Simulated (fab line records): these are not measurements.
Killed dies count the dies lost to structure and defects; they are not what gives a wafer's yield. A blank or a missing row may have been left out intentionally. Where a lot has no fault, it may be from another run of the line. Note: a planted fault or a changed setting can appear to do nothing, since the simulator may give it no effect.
Which tool is to blame? -- flow rit cmos -- 13 lots with 39 wafers sampled at 2 steps, on a route of 202 steps

== WHAT EACH GAUGE READ, for each wafer ==
RIT_ACTIVE_CD_MEAS_11: the cd target is 1400 nm.
lot,measured,on,cd nm (nm)
L816,day 1 17:56,cd sem-02,1401.7 1400.7 1401.0
L817,day 1 20:10,cd sem-01,1404.2 1401.8 1402.5
L818,day 2 00:45,cd sem-01,1396.4 1400.8 1398.9
L821,day 2 15:29,cd sem-02,1402.8 1402.2 1402.0
L822,day 2 20:43,cd sem-02,1400.6 1399.1 1399.2
L825,day 3 11:29,cd sem-02,1277.2 1275.3 1275.4
L830,day 4 12:36,cd sem-02,1396.9 1398.1 1399.4
L831,day 4 17:29,cd sem-01,1399.8 1400.1 1398.7
L835,day 5 14:47,cd sem-01,1397.8 1396.2 1396.4
L836,day 5 18:43,cd sem-02,1399.0 1398.0 1398.4
L837,day 6 00:44,cd sem-01,1403.4 1403.4 1401.5
L838,day 6 04:43,cd sem-02,1400.7 1399.8 1402.7
L839,day 6 10:34,cd sem-02,1397.9 1399.3 1397.5

== EACH LOT AND THE TOOL THAT RAN IT (in order: tool; ch and the chambers of the sampled wafers; start) ==
lot,RIT_ACTIVE_EXPOSE_08
L816,"iline stepper-01 ch 0, day 1 17:32"
L817,"iline stepper-02 ch 0, day 1 19:46"
L818,"iline stepper-01 ch 0, day 2 00:20"
L821,"iline stepper-02 ch 0, day 2 15:05"
L822,"iline stepper-01 ch 0, day 2 20:19"
L825,"iline stepper-01 ch 0, day 3 11:05"
L830,"iline stepper-02 ch 0, day 4 12:12"
L831,"iline stepper-02 ch 0, day 4 17:05"
L835,"iline stepper-01 ch 0, day 5 14:23"
L836,"iline stepper-02 ch 0, day 5 18:19"
L837,"iline stepper-01 ch 0, day 6 00:20"
L838,"iline stepper-02 ch 0, day 6 04:19"
L839,"iline stepper-01 ch 0, day 6 10:10"
- RIT_ACTIVE_EXPOSE_08: exposes mask M1, target cd 1400 nm.

== AS READ BY THE TOOLS THEMSELVES (means over the sampled wafers that have a number; for cases with no such wafer, the mark the record gives instead) ==
The record holds no such reading with a usual standard deviation.

== THE ANSWER, worked out from the rows above alone ==
Rule: usual is defined by the lots themselves. Put in order of their means at a reading, lots are off if they are a third of the lots or fewer, leave a main group of 4 or more, and stand apart from it by a gap of 3 or more times the standard deviation of the main group's means; of several such gaps the widest counts. Not used: any main group whose means are identical at the precision the tables above print for the reading. Also off: a lot with no number at a reading for which 4 or more lots have one. Any other lot the step has rows for is counted as sound. After the gauges, taken in route order, come the tools' own readings; for these a lot's mean is taken, as printed above. The first step at which some lot is off is used, and at that step the reading that is off furthest; a lot without a number counts as furthest.
Off: L825 (RIT_ACTIVE_CD_MEAS_11, cd nm). Main group: mean 1400.0 nm, sd 1.9.
If a tool, at a process step before that reading, ran all the lots that are off and no sound lot after the first of them, it fits. Those tools and the gauges at RIT_ACTIVE_CD_MEAS_11 are tried in the same way. Not one of the candidates tried fits.

== WHAT THE SIMULATOR HAD PUT IN ==
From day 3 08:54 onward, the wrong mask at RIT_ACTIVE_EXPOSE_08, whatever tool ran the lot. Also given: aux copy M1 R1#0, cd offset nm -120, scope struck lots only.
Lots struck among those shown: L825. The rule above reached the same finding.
